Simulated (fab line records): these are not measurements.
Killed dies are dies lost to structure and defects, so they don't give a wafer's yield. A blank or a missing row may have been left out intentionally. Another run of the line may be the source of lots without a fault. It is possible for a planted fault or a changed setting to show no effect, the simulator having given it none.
Which of the tools did it? ; flow berkeleyCmos170 ; 45 wafers from 15 lots sampled at 4 of the route's 331 steps

WHAT THE GAUGES SHOWED, per wafer
UCB170_NVT_TW_MEAS_09. Usual: for NVT_TW the level is 527 and the standard deviation is 8.6.
lot;measured;on;NVT_TW;flag
L471;day 5 17:59;filmMetro-02;533 531 531;
L472;day 6 07:24;filmMetro-01;539 541 536;
L475;day 6 06:56;filmMetro-02;530 529 529;
L476;day 7 01:33;filmMetro-03;520 517 518;
L477;day 7 01:18;filmMetro-03;518 519 519;
L482;day 7 22:56;filmMetro-03;522 517 519;
L487;day 8 22:55;filmMetro-01;536 536 535;
L488;day 8 23:11;filmMetro-03;517 519 517;
L489;day 9 15:13;filmMetro-02;531 529 528;
L491;day 9 15:27;filmMetro-03;522 520 519;
L492;day 9 23:13;filmMetro-02;532 526 530;
L493;day 9 23:26;filmMetro-01;540 538 538;

UCB170_M1_RS_MEAS_01: measurement is done with a four-point probe. Usual: for M1_AL_RS the level is 0.0486 ohm/sq and the standard deviation is 0.00051.
lot;measured;on;M1_AL_RS (ohm/sq);flag
L471;day 7 05:14;filmMetro-04;0.0486 0.0482 0.0480;
L472;day 7 22:19;filmMetro-02;0.0489 0.0489 0.0485;
L475;day 7 22:55;filmMetro-04;0.0491 0.0497 0.0495;
L476;day 8 15:01;filmMetro-01;0.0486 0.0487 0.0489;
L477;day 8 12:08;filmMetro-02;0.0490 0.0484 0.0490;
L482;day 9 11:09;filmMetro-02;0.0493 0.0489 0.0486;
L487;day 10 11:40;filmMetro-02;0.0480 0.0480 0.0477;
L488;day 10 11:16;filmMetro-02;0.0487 0.0484 0.0486;
L489;day 11 00:38;filmMetro-02;0.0480 0.0480 0.0482;
L491;day 11 01:41;filmMetro-01;0.0489 0.0493 0.0498;
L492;day 11 16:06;filmMetro-04;0.0488 0.0484 0.0487;
L493;day 11 16:18;filmMetro-01;0.0482 0.0484 0.0487;

UCB170_M2_CD_MEAS_90: the cd target is 700 nm. Usual: 701.2 nm for cdNm, sd 2.2.
lot;measured;on;cdNm (nm);flag
L471;day 7 16:19;cdSem-02;702.8 705.5 703.7;
L472;day 8 08:57;cdSem-01;700.2 698.0 702.0;
L475;day 8 09:10;cdSem-02;701.4 706.6 703.7;
L476;day 9 02:26;cdSem-02;704.8 705.1 701.1;
L477;day 9 02:35;cdSem-01;701.6 701.2 703.2;
L482;day 9 21:55;cdSem-02;697.2 698.2 699.1;
L487;day 10 22:08;cdSem-01;701.0 700.5 702.5;
L488;day 10 21:43;cdSem-02;703.9 703.3 702.1;
L489;day 11 18:07;cdSem-01;701.5 701.3 700.0;
L491;day 11 17:50;cdSem-02;697.4 702.0 697.9;
L492;day 12 06:20;cdSem-01;703.3 701.0 702.6;
L493;day 12 06:53;cdSem-02;701.1 701.9 700.0;

WHAT TOOL EACH LOT RAN ON (gives the tool, then ch and the chambers of the sampled wafers, and finally the start)
lot;UCB170_NWELL_CVD_04
L471;lpcvd-02 ch 1, day 2 08:23
L472;lpcvd-02 ch 1, day 2 13:23
L475;lpcvd-01 ch 0, day 3 03:20
L476;lpcvd-01 ch 1, day 3 14:16
L477;lpcvd-02 ch 0, day 3 18:19
L482;lpcvd-01 ch 1, day 4 18:40
L483;lpcvd-02 ch 1, day 4 22:23
L484;lpcvd-02 ch 1, day 5 04:08
L485;lpcvd-01 ch 0, day 5 05:23
L487;lpcvd-01 ch 0, day 5 16:02
L488;lpcvd-01 ch 0, day 5 19:02
L489;lpcvd-01 ch 0, day 6 04:28
L491;lpcvd-01 ch 0, day 6 08:49
L492;lpcvd-02 ch 0, day 6 19:46
L493;lpcvd-01 ch 1, day 6 22:50
- UCB170_NWELL_CVD_04: deposits Si3N4 from SiH2Cl2/NH3, target thk 224 nm, time 3360 s.

AS READ BY THE TOOLS THEMSELVES (means over the sampled wafers that have a number; for cases with no such wafer, the mark the record gives instead)
UCB170_NWELL_CVD_04. Usual: nh3FlowSccm 75.00 sccm, standard deviation 0.25; pressureMtorr 200.0 mTorr, standard deviation 0.36; sih2cl2FlowSccm 25.00 sccm, standard deviation 0.069; zonePowerCentrePct 35 %, standard deviation 3.2.
lot;tool;nh3FlowSccm (sccm);pressureMtorr (mTorr);sih2cl2FlowSccm (sccm);zonePowerCentrePct (%);flag
L471;lpcvd-02;74.96;200.3;24.98;32;
L472;lpcvd-02;74.82;200.0;24.89;32;
L475;lpcvd-01;74.65;199.9;25.01;37;
L476;lpcvd-01;74.43;199.8;24.97;41;
L477;lpcvd-02;75.38;199.6;25.03;33;
L482;lpcvd-01;75.11;200.0;25.04;42;
L483;lpcvd-02;-;-;-;-;OFF
L484;lpcvd-02;-;-;-;-;OFF
L485;lpcvd-01;-;-;-;-;OFF
L487;lpcvd-01;74.81;200.6;25.01;36;
L488;lpcvd-01;75.04;200.3;24.98;37;
L489;lpcvd-01;75.03;199.8;25.09;36;
L491;lpcvd-01;75.22;200.3;25.01;37;
L492;lpcvd-02;75.08;199.8;25.03;33;
L493;lpcvd-01;74.91;199.7;24.98;42;

THE ANSWER, worked out from the rows above alone
Rule: a lot is off if the mean of its wafers that have a number lies more than 3 standard deviations from the usual mean. A lot without any number at a reading at which 4 lots or more have one is off too. The other lots that the step has rows for count as sound. First the gauges in route order, then the tools' own readings, where a lot's mean is used as printed above. The first step at which some lot is off is used, and at that step the reading that is off furthest; a lot without a number counts as furthest.
Off at UCB170_NWELL_CVD_04 (nh3FlowSccm): L483, L484, L485. Without a number there: L483, L484, L485.
If a tool, at that step or one of the process steps before it, ran each lot that is off and ran no sound lot following the first of them, it fits. Of those tried, none fits.

WHAT HAD BEEN PUT IN BY THE SIMULATOR
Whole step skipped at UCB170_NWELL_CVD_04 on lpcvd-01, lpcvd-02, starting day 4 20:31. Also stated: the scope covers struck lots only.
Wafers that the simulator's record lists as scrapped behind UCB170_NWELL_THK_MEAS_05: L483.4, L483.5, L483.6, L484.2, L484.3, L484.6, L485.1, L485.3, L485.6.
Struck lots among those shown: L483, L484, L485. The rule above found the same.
